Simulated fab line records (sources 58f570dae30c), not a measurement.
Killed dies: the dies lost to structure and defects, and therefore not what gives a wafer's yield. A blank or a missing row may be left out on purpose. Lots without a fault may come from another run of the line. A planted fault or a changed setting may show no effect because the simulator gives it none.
A lot that was struck, set against a sound lot -- flow berkeley cmos170 -- 14 steps out of a route of 331
Sound: these wafers, L219.2, L219.3, L219.5. Struck: wafers L224.1, L224.5, L224.6. Last of all comes the cause.
Per side, at each step with rows, come the tool, then ch with its chambers, and then its first start. Under that, the readings that differ: sound wafers -- struck wafers -- difference of the means -- sigmas: that difference in standard deviations of wafers without a fault.
alike: words and numbers the same on both sides, and readings whose means are apart by under 2 such deviations; not compared: readings that were withheld, readings missing a value for some wafer, numbers with overlapping values and no deviation given by the record, and bounds like >300 which may hide the same value.
Wherever a step has rows on one side only, a row that says differs or no value, or a row with sigmas, the two part there. When numbers do not overlap yet have no deviation, they are printed without sigmas and do not part them. Lack of a reading on every wafer of one side parts them only where that side has two or more wafers.

UCB170_CONTACT_OVL_MEAS_16:
  sound on overlay-02 at day 7 22:16; struck on overlay-01 at day 8 20:47
  alike: CONTACT_OVL
UCB170_CONTACT_ETCH_17: etches BARC in N2/H2.
  sound on rie diel-01 ch 1,2,3, day 7 22:17; struck on rie diel-01 ch 0,1,3, day 8 20:49
  alike: drypump motor current A, h2 flow sccm, oes product au, throttle valve pct
UCB170_CONTACT_ETCH_18: etches PSG in CHF3/CF4/Ar, stops on TiSi2, target depth 840 nm, time 195 s.
  sound: rie diel-01 ch 1,2,3; struck: rie diel-01 ch 0,1,3
  alike: drypump motor current A, mfc ar sccm, oes product au, throttle valve pct
  not compared: rf hours counter h
UCB170_CONTACT_STRIP_19: strips in O2.
  sound on plasma asher-02 ch 0, day 7 22:27; struck on plasma asher-03 ch 0,1, day 8 20:59
reading,sound,struck,difference,sigmas
o2 flow sccm (sccm),399.2 396.7 398.5,401.3 401.3 401.5,+3.2,+3
  alike: drypump motor current A, oes product au
  not compared: rf hours counter h
UCB170_CONTACT_CD_MEAS_90 targets a cd of 700 nm.
  sound on cd sem-01 at day 7 22:34; struck on cd sem-02 at day 8 21:05
  alike: cd nm
then, 1 step without rows for these wafers: UCB170_CONTACT_CLEAN_20 (cleans in SPM, time 600 s).
UCB170_M1_SPUTTER_00: material Al, target thk 600 nm, time 80 s.
  sound on pvd sputter-04 at day 7 22:51; struck on pvd sputter-01 at day 8 21:23
  alike: throttle valve pct
UCB170_M1_RS_MEAS_01: measurement is done with a four-point probe.
  sound on film metro-04 at day 7 22:56; struck on film metro-01 at day 8 21:26
reading,sound,struck,difference,sigmas
M1_AL_RS (ohm/sq),0.0496 0.0495 0.0492,0.0478 0.0482 0.0478,-0.0015,-3
UCB170_M1_THK_MEAS_02: measures by xrf.
  sound on film metro-04 at day 7 23:02; struck on film metro-01 at day 8 21:34
  alike: M1_AL_THK
then, 3 steps without rows for these wafers: UCB170_M1_COAT_03; UCB170_M1_COAT_04 (resist thk 900 nm); UCB170_M1_SOFTBAKE_05 (time 60 s).
UCB170_M1_EXPOSE_06: exposes mask METAL1, target cd 700 nm.
  struck on krf scanner-01, day 8 22:07; sound on krf scanner-01 ch 0, day 7 23:34
  no value came back on the struck wafers for exposure dose mJ cm2, focus offset nm (nm); on the sound wafers exposure dose mJ cm2 reads 20.986 21.013 20.987
  alike: mask
next, for these wafers, 1 step has no rows: UCB170_M1_PEB_07.

## WHERE THEY PART
First at UCB170_CONTACT_STRIP_19; last, within this record, at UCB170_M1_EXPOSE_06.

WHY: whatever the simulator had introduced
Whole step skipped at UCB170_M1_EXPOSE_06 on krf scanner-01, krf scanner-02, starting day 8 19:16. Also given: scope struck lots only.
